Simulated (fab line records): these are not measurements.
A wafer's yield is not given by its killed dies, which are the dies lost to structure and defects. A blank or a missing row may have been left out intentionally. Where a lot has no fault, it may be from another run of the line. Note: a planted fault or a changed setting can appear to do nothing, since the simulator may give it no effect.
8D (eight disciplines) problem report, filled in by code | flow berkeleyCmos170 | the parts of the form that need people (team, actions taken, sign-off) are left out

== 1. PROBLEM STATEMENT ==
Mean M1_AL_RS at UCB170_M1_RS_MEAS_01: 0.0571 ohm/sq over 9 wafers in 3 lots; fault-free wafers: 0.0485 ohm/sq, standard deviation 0.00048. That is +18 standard deviations from the usual mean.
The step: measures by four-point-probe.
Seen first at day 9 21:40 on filmMetro-04, wafer L785.1. At this step, 45 wafers from 15 lots have a number in the record. Rule for "out" (also "out of limits"): further than 4 standard deviations from the usual mean. The rest of the wafers with a number are treated as sound.

== 2. WHAT IT IS, AND WHAT IT ISN'T ==
question                    | is                         | is not
which readings at this step | M1_AL_RS                   | -
which lots                  | L785, L786, L788           | L777, L778, L779, L780, L782, L783, L789, L793, L795, L797, L799, L800
which wafers of those lots  | all that have a number     | -
read on which gauges        | filmMetro-01, filmMetro-04 | filmMetro-03
when                        | from day 9 21:40           | up to then (18 sound wafers); but 18 sound wafers of L789, L793, L795, L797, L799, L800 came after

== 3. THE SUSPECTS, EACH WITH WHAT RULES IT OUT ==
Counting: any tool at a process step up to the reading is kept as a suspect provided that every lot that is out went through it and no sound lot did after the first of them.
- the gauge at UCB170_M1_RS_MEAS_01 is ruled out. 2 gauges (filmMetro-01, filmMetro-04) read the wafers that are out.
- pvdSputter-01 at UCB170_M1_SPUTTER_00 (material Al, target thk 600 nm, time 80 s): kept. All lots that are out passed through it, beginning with L785 at day 9 21:37, and no sound lot followed; its final sound lot before that point was L782 at day 9 05:18. Its own cathodeDcPowerW readings are out on those wafers.
The count leaves pvdSputter-01 at UCB170_M1_SPUTTER_00.

== 4. THE CAUSE (what the simulator had put in) ==
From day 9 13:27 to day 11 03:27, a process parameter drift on pvdSputter-01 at UCB170_M1_SPUTTER_00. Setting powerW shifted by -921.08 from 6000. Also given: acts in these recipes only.
The count eliminated every tool but this one.

== 5. SEQUENCE OF EFFECTS, ordered by route ==
Each row: a reading where the mean over the struck wafers with a number is more than 3 standard deviations away from the usual. Readings are gone through only where the record gives a usual standard deviation; hours: the median, over the lots, of the time from a lot's start at the first step in this table giving one to that lot's start at this step; sigmas: the change measured in usual standard deviations.
hours | step                    | reading         | usual         | on struck wafers | change  | sigmas
0     | UCB170_M1_SPUTTER_00    | cathodeDcPowerW | 6000.0 W      | 5078.9           | -921.1  | -99 or more
0     | UCB170_M1_RS_MEAS_01    | M1_AL_RS        | 0.0485 ohm/sq | 0.0571           | +0.0086 | +18
0     | UCB170_M1_THK_MEAS_02   | M1_AL_THK       | 594 nm        | 506              | -88     | -12
2     | UCB170_M1_METAL_ETCH_12 | oesProductAu    | 0.861 a.u.    | 0.792            | -0.069  | -4.1
Its process steps:
- UCB170_M1_SPUTTER_00: material Al, target thk 600 nm, time 80 s.
- UCB170_M1_METAL_ETCH_12: etches Al in Cl2/BCl3, stops on PSG, target depth 780 nm, time 130 s.

== 6. WHAT WOULD HAVE CAUGHT IT SOONER ==
Counted from the fault's start at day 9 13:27, it took 8 hours until the first out-of-limits reading at a measuring or inspecting step in this record, taken at day 9 21:40.
At UCB170_M1_SPUTTER_00, the tool's own readings (cathodeDcPowerW) were out on each struck wafer the step has a row for, so an alarm limit on them would have fired on the first such wafer.
Lots out: 3; of these, L788, L786 started UCB170_M1_SPUTTER_00 on pvdSputter-01 after day 9 21:40. A hold on the tool at that time would have spared those 2.
